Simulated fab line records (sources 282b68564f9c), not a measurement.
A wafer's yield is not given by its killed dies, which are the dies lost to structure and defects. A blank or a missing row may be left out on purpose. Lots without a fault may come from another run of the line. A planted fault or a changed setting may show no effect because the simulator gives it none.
Which tool did it?	flow rit-cmos	13 lots, 39 wafers sampled, at 3 steps of a route of 202

WHAT EACH GAUGE READ, for each wafer
RIT_NLDD_TW_MEAS_10.
lot	measured	on	NLDD_TW
L903	day 3 19:04	film-metro-02	2520 2500 2505
L904	day 4 13:08	film-metro-02	2507 2519 2507
L905	day 4 13:15	film-metro-03	2498 2494 2499
L906	day 4 19:54	film-metro-03	2493 2495 2498
L908	day 4 20:07	film-metro-01	2511 2526 2520
L909	day 5 03:52	film-metro-03	2507 2498 2515
L910	day 5 04:32	film-metro-02	2472 2483 2481
L913	day 6 00:29	film-metro-03	2505 2512 2498
L916	day 6 09:36	film-metro-03	2507 2498 2516
L914	day 6 09:41	film-metro-01	2528 2511 2510
L915	day 6 12:17	film-metro-01	2395 2486 2452
L918	day 6 19:12	film-metro-03	2495 2513 2488
L924	day 7 16:06	film-metro-01	2497 2490 2493

RIT_SDANNEAL_RS_MEAS_07: uses a four-point probe to measure.
lot	measured	on	NLDD_RS (ohm/sq)
L903	day 4 03:05	film-metro-01	151.0 150.8 151.9
L904	day 4 21:07	film-metro-02	150.8 151.4 151.0
L905	day 4 21:13	film-metro-03	151.4 151.6 151.9
L906	day 5 04:48	film-metro-03	152.4 151.8 151.6
L908	day 5 05:22	film-metro-01	151.0 151.5 150.9
L909	day 5 18:07	film-metro-03	152.2 152.5 152.4
L910	day 5 18:40	film-metro-01	151.4 151.4 151.6
L913	day 6 09:29	film-metro-02	152.6 151.8 152.2
L916	day 6 18:00	film-metro-01	151.0 151.7 151.2
L914	day 6 18:26	film-metro-02	151.5 152.0 152.6
L915	day 6 20:30	film-metro-02	- - -
L918	day 7 03:37	film-metro-02	151.8 151.6 151.8
L924	day 7 23:51	film-metro-03	151.3 151.8 151.1

WHICH TOOL RAN EACH LOT (tool, then ch and the chambers of the sampled wafers, then the start)
lot	RIT_NLDD_IMPLANT_08
L903	implanter-02 ch 0, day 3 18:45
L904	implanter-04 ch 0, day 4 12:52
L905	implanter-03 ch 0, day 4 12:57
L906	implanter-03 ch 0, day 4 19:34
L908	implanter-02 ch 0, day 4 19:48
L909	implanter-02 ch 0, day 5 03:33
L910	implanter-03 ch 0, day 5 04:12
L913	implanter-02 ch 0, day 6 00:10
L916	implanter-03 ch 0, day 6 09:18
L914	implanter-02 ch 0, day 6 09:22
L915	implanter-02 ch 0, day 6 11:58
L918	implanter-04 ch 0, day 6 18:53
L924	implanter-03 ch 0, day 7 15:49
- RIT_NLDD_IMPLANT_08

AS READ BY THE TOOLS THEMSELVES (means over the sampled wafers that have a number; for cases with no such wafer, the mark the record gives instead)
The record holds no such reading with a usual standard deviation.

THE ANSWER, worked out from the rows above alone
Rule: the lots themselves supply what counts as usual. The widest of any qualifying gaps counts: lots, ordered by their means at a reading, are off when they make up no more than a third of the lots, leave a main group of 4 or more, and stand apart from it by 3 or more times the standard deviation of that group's means. Not used: any main group whose means are identical at the precision the tables above print for the reading. A lot without any number at a reading at which 4 lots or more have one is off too. Where the step has rows for the other lots, those lots are counted as sound. First the gauges in route order, then the tools' own readings, where a lot's mean is used as printed above. At the first step where some lot is off, the reading lying furthest off is the one used; lots without a number count as furthest.
Off: L915, at RIT_NLDD_TW_MEAS_10 (NLDD_TW). For the main group the mean is 2503 and the standard deviation 11.
If a tool, at a process step before that reading, ran all the lots that are off and no sound lot after the first of them, it fits. Not tried: the gauges at RIT_NLDD_TW_MEAS_10; whatever is off there is also off at RIT_SDANNEAL_RS_MEAS_07, on other tools, and gauge error can't account for it. One candidate fits, namely implanter-02 at RIT_NLDD_IMPLANT_08. Its last sound lot is L914 (day 6 09:22), its first lot that is off L915 (day 6 11:58): a fault that began between those two fits.

WHAT HAD BEEN PUT IN BY THE SIMULATOR
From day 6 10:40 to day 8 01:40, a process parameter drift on implanter-02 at RIT_NLDD_IMPLANT_08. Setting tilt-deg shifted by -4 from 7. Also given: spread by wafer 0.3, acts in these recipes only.
Lots struck among those shown: L915. The rule above found the same.
